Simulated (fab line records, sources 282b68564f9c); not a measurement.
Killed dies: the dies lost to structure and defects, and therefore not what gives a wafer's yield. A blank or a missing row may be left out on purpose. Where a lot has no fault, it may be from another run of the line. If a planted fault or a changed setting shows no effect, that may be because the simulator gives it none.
fab line records + flow rit-cmos
[record]
- lots = 13
- wafers = 39
- last-day = 7
route steps=202 shown ACTIVE@14 M1@202
lots that met no fault: taken from a fault-free run of the same line
start-h: hours from the record's opening day to when the first of the lot's shown wafers began + wait-h: time in hours since the lot's previous step + " unchanged from the row above + L1.1+2: several wafers, shown together as one row + - either no value or no given start + * or withheld: withheld + < > ~ a bound
route shown NAME@n: a module of which the file shows steps, and the number in the route of the first + usual: average and standard deviation across the fault-free wafers + same: alike in all rows + chamber/n: place in a boat + sites: the reading at each site + _std_site: the standard deviation of these + _edge_site: mean of outer sites minus mean of inner sites + radius-mm: for every site, how far away it sits from the centre of the wafer + mask NAME#n: copy n + behind: the most recent tool/chamber to have shaped the wafer + hold: reason for holding the lot/hours on hold/outcome of the hold + device: names the non-switching transistor (n, p or np) + end of line: at the end of the route, the tests of the same wafers + a step without rows: its recipe alone + killed: dies lost to structure and defects at the first sort, not the wafer's yield + map: dies across one wafer; x = killed, . = not, _ = none there
set.NAME: the setting that was run; set.NAME@STEP: the one run at that earlier step + model.NAME: the simulator's own value behind a step, which no gauge read
steps of the route over a sample of lots; a table a step, a row a wafer
services: the hour from which a tool's chamber was out of use, counted from the record's first day as start-h (under 0 if before that day), plus the number of hours and why
[[steps]]
[step RIT_ACTIVE_ETCH_13]
[recipe]
- stop-on = SiO2
- chemistry = SF6
- target = Si3N4
- time-s = 210
- over-etch-frac = 0.4
- SF6_flow_sccm = 200
- pressure-mtorr = 260
- rf-w = 125
- target-depth-a = 2100
[usual]
- drypump-motor-current-A = 5.52/0.28
- oes-product-au = 0.819/0.013
- over-etch-frac = 0.4/0
- rf-fwd-power-W = 124.6/0.4
- throttle-valve-pct = 7.50/0.12
| lot.wafer | tool        | chamber | start-h | wait-h | drypump-motor-current-A | oes-product-au | over-etch-frac | rf-fwd-power-W | rf-hours-counter-h | throttle-valve-pct |
|-----------|-------------|---------|---------|--------|-------------------------|----------------|----------------|----------------|--------------------|--------------------|
| L687.1    | rie-diel-03 | 1       | 25.46   | 0.1    | 5.70                    | 0.824          | 0.4            | 124.6          | 171                | 7.57               |
| L687.3    | "           | 3       | "       | "      | 4.97                    | 0.838          | 0.4            | 125.2          | 112                | 7.48               |
| L687.6    | "           | 0       | "       | "      | 5.74                    | 0.812          | 0.4            | 124.7          | -                  | 7.40               |
| L688.2    | rie-diel-01 | 1       | 25.76   | 0.1    | 5.24                    | 0.793          | 0.4            | 123.7          | 53                 | 7.30               |
| L688.5    | "           | 0       | "       | "      | 6.04                    | 0.804          | 0.4            | 124.7          | -                  | 7.46               |
| L688.6    | "           | 1       | "       | "      | 5.23                    | 0.793          | 0.4            | 123.8          | -                  | 7.32               |
| L690.1    | rie-diel-03 | 1       | 36.28   | 0.1    | 5.70                    | 0.839          | 0.4            | 124.9          | 171                | 7.57               |
| L690.5    | "           | 0       | "       | "      | 5.74                    | 0.831          | 0.4            | 124.0          | -                  | 7.40               |
| L690.6    | "           | 3       | "       | "      | 4.94                    | 0.839          | 0.4            | 124.3          | -                  | 7.49               |
| L692.1    | rie-diel-01 | 1       | 45.78   | 0.1    | 5.24                    | 0.799          | 0.4            | 124.3          | 53                 | 7.31               |
| L692.3    | "           | 2       | "       | "      | 5.51                    | 0.807          | 0.4            | 124.7          | 97                 | 7.45               |
| L692.5    | "           | 2       | "       | "      | 5.51                    | 0.813          | 0.4            | 124.6          | -                  | 7.43               |
| L693.4    | rie-diel-04 | 2       | 49.90   | 0.1    | 5.61                    | 0.811          | 0.4            | 124.8          | 150                | 7.55               |
| L693.5    | "           | 1       | "       | "      | 5.72                    | 0.819          | 0.4            | 124.7          | -                  | 7.63               |
| L693.6    | "           | 2       | "       | "      | 5.60                    | 0.808          | 0.4            | 125.0          | -                  | 7.53               |
| L695.1    | rie-diel-04 | 1       | 60.60   | 0.1    | 5.70                    | 0.827          | 0.4            | 124.2          | 119                | 7.64               |
| L695.4    | "           | 0       | "       | "      | 5.71                    | 0.833          | 0.4            | 124.7          | 8                  | 7.45               |
| L695.6    | "           | 2       | "       | "      | 5.59                    | 0.818          | 0.4            | 125.0          | -                  | 7.53               |
| L696.2    | rie-diel-04 | 2       | 65.07   | 0.1    | 5.64                    | 0.816          | 0.4            | 124.4          | 150                | 7.52               |
| L696.4    | "           | 0       | "       | "      | 5.73                    | 0.822          | 0.4            | 124.4          | 8                  | 7.45               |
| L696.6    | "           | 1       | "       | "      | 5.74                    | 0.815          | 0.4            | 124.3          | -                  | 7.63               |
| L697.3    | rie-diel-03 | 0       | 73.32   | 0.1    | 5.72                    | 0.822          | 0.4            | 124.1          | 167                | 7.40               |
| L697.4    | "           | 2       | "       | "      | 5.49                    | 0.825          | 0.4            | 124.8          | -                  | 7.74               |
| L697.5    | "           | 3       | "       | "      | 4.96                    | 0.842          | 0.4            | 124.7          | -                  | 7.48               |
| L699.1    | rie-diel-04 | 1       | 80.55   | 0.1    | 5.72                    | 0.803          | 0.46631        | 124.6          | 119                | 7.63               |
| L699.2    | "           | 0       | "       | "      | 5.70                    | 0.837          | 0.4            | 124.3          | 8                  | 7.45               |
| L699.4    | "           | 3       | "       | "      | 5.34                    | 0.817          | 0.4            | 124.8          | 29                 | 7.45               |
| L700.1    | rie-diel-01 | 1       | 85.72   | 0.1    | 5.24                    | 0.796          | 0.4            | 124.2          | 54                 | 7.33               |
| L700.2    | "           | 2       | "       | "      | 5.52                    | 0.811          | 0.4            | 124.8          | 98                 | 7.44               |
| L700.3    | "           | 3       | "       | "      | 5.28                    | 0.811          | 0.4            | 124.9          | 0                  | 7.65               |
| L702.2    | rie-diel-01 | 0       | 95.71   | 0.1    | 6.07                    | 0.811          | 0.4            | 124.9          | 0                  | 7.47               |
| L702.5    | "           | 1       | "       | "      | 5.23                    | 0.797          | 0.4            | 124.4          | -                  | 7.32               |
| L702.6    | "           | 0       | "       | "      | 6.08                    | 0.820          | 0.4            | 124.6          | -                  | 7.46               |
| L707.2    | rie-diel-01 | 0       | 120.43  | 0.1    | 6.03                    | 0.820          | 0.4            | 124.5          | 0                  | 7.45               |
| L707.3    | "           | 2       | "       | "      | 5.51                    | 0.811          | 0.4            | 124.5          | 99                 | 7.43               |
| L707.4    | "           | 3       | "       | "      | 5.28                    | 0.811          | 0.4            | 124.5          | 1                  | 7.67               |
| L708.2    | rie-diel-01 | 0       | 124.74  | 0.1    | 6.04                    | 0.829          | 0.4            | 124.9          | 0                  | 7.47               |
| L708.5    | "           | 0       | "       | "      | 6.05                    | 0.822          | 0.4            | 125.2          | -                  | 7.46               |
| L708.6    | "           | 3       | "       | "      | 5.28                    | 0.821          | 0.4            | 124.5          | -                  | 7.66               |
[step RIT_M1_PROBE_99]
[usual]
- killed_at_M0_to_M3 = 0.0/0.083
- killed-at-contacts = 0.1/0.27
- killed-at-front-end = 7/3.3
- killed-dies = 7/3.3
- killed-open = 3.5/2
- killed-short = 3.8/2.2
[same]
- gross-dies = 264
- killed_at_M4_up = 0
- killed-at-back-side = 0
- killed-at-other = 0
| lot.wafer | tool      | chamber | start-h | wait-h | killed_at_M0_to_M3 | killed-at-contacts | killed-at-front-end | killed-dies | killed-open | killed-short |
|-----------|-----------|---------|---------|--------|--------------------|--------------------|---------------------|-------------|-------------|--------------|
| L695.1    | prober-01 | -       | 107.58  | 0.1    | 0                  | 0                  | 9                   | 9           | 4           | 5            |
| L695.4    | prober-01 | -       | 107.73  | 0.2    | 0                  | 0                  | 6                   | 6           | 4           | 2            |
| L695.6    | prober-01 | -       | 107.83  | 0.2    | 0                  | 0                  | 6                   | 6           | 2           | 4            |
// killed by level:class
L695.1 SPACER:geometric-particle:short=3 FOX1:geometric-particle:short=1 FOX2:geometric-particle:open=1 GATE:geometric-particle:short=1 GATE:geometric-particle:open=1 REOX:geometric-particle:open=1 SILICIDE:geometric-particle:open=1
L695.4 GATE:geometric-particle:open=2 FOX1:geometric-particle:short=1 GATE:geometric-particle:short=1 REOX:geometric-particle:open=1 SPACER:geometric-particle:open=1
L695.6 FOX1:geometric-particle:short=2 GATE:geometric-particle:short=2 GATE:geometric-particle:open=1 SPACER:geometric-particle:open=1
[[services]]
| tool        | chamber | start-h | hours | kind           |
|-------------|---------|---------|-------|----------------|
| rie-diel-03 | 2       | 10.13   | 13.3  | repair         |
| rie-diel-03 | -       | 24.26   | 0.6   | repair         |
| rie-diel-01 | 3       | 42.68   | -     | clean          |
| rie-diel-01 | 3       | 42.68   | 13.3  | scheduled-down |
| rie-diel-01 | 3       | 42.68   | 13.3  | vent-cycle     |
| rie-diel-03 | 1       | 59.21   | 9.7   | repair         |
| rie-diel-03 | 1       | 69.05   | -     | clean          |
| rie-diel-03 | 1       | 69.05   | 29.8  | scheduled-down |
| rie-diel-03 | 1       | 69.05   | 29.8  | vent-cycle     |
| rie-diel-01 | 0       | 73.65   | -     | clean          |
| rie-diel-01 | 0       | 73.65   | 18.6  | scheduled-down |
| rie-diel-01 | 0       | 73.65   | 18.6  | vent-cycle     |
| rie-diel-01 | 2       | 79.10   | 2.7   | repair         |
| rie-diel-04 | 2       | 96.80   | 4.1   | repair         |
| rie-diel-03 | 0       | 108.92  | 5.8   | repair         |
| rie-diel-03 | 0       | 114.69  | -     | clean          |
| rie-diel-03 | 0       | 114.69  | 28.4  | scheduled-down |
| rie-diel-03 | 0       | 114.69  | 28.4  | vent-cycle     |
[[key]]
[first-sign]
- step = RIT_ACTIVE_ETCH_13
- reading = over-etch-frac
- direction = up
- sigmas = 99+
- usual = 0.4
- struck = 0.46631
effect none on later readings
met-at RIT_ACTIVE_ETCH_13
struck-lots L699
struck-wafers L699.1
tester-left-out L699
onset-between 65.07 80.55
[fault]
- kind = process-parameter-drift
- tool = rie-diel-04
- chamber = 1
- onset-h = 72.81
- steps = RIT_ACTIVE_ETCH_13
- channel = over-etch-frac
- offset = 0.066309
- shape = step
- end-h = 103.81
- acts-in = these-recipes-only
- stated = 0.4
// tester-left-out: of these lots the tester's yield and bins aren't shown, on N5 and GAA mostly nor the transistor test; their killed dies are dies lost to structure and defects alone, not to doping, threshold or leakage, so they don't give the yield
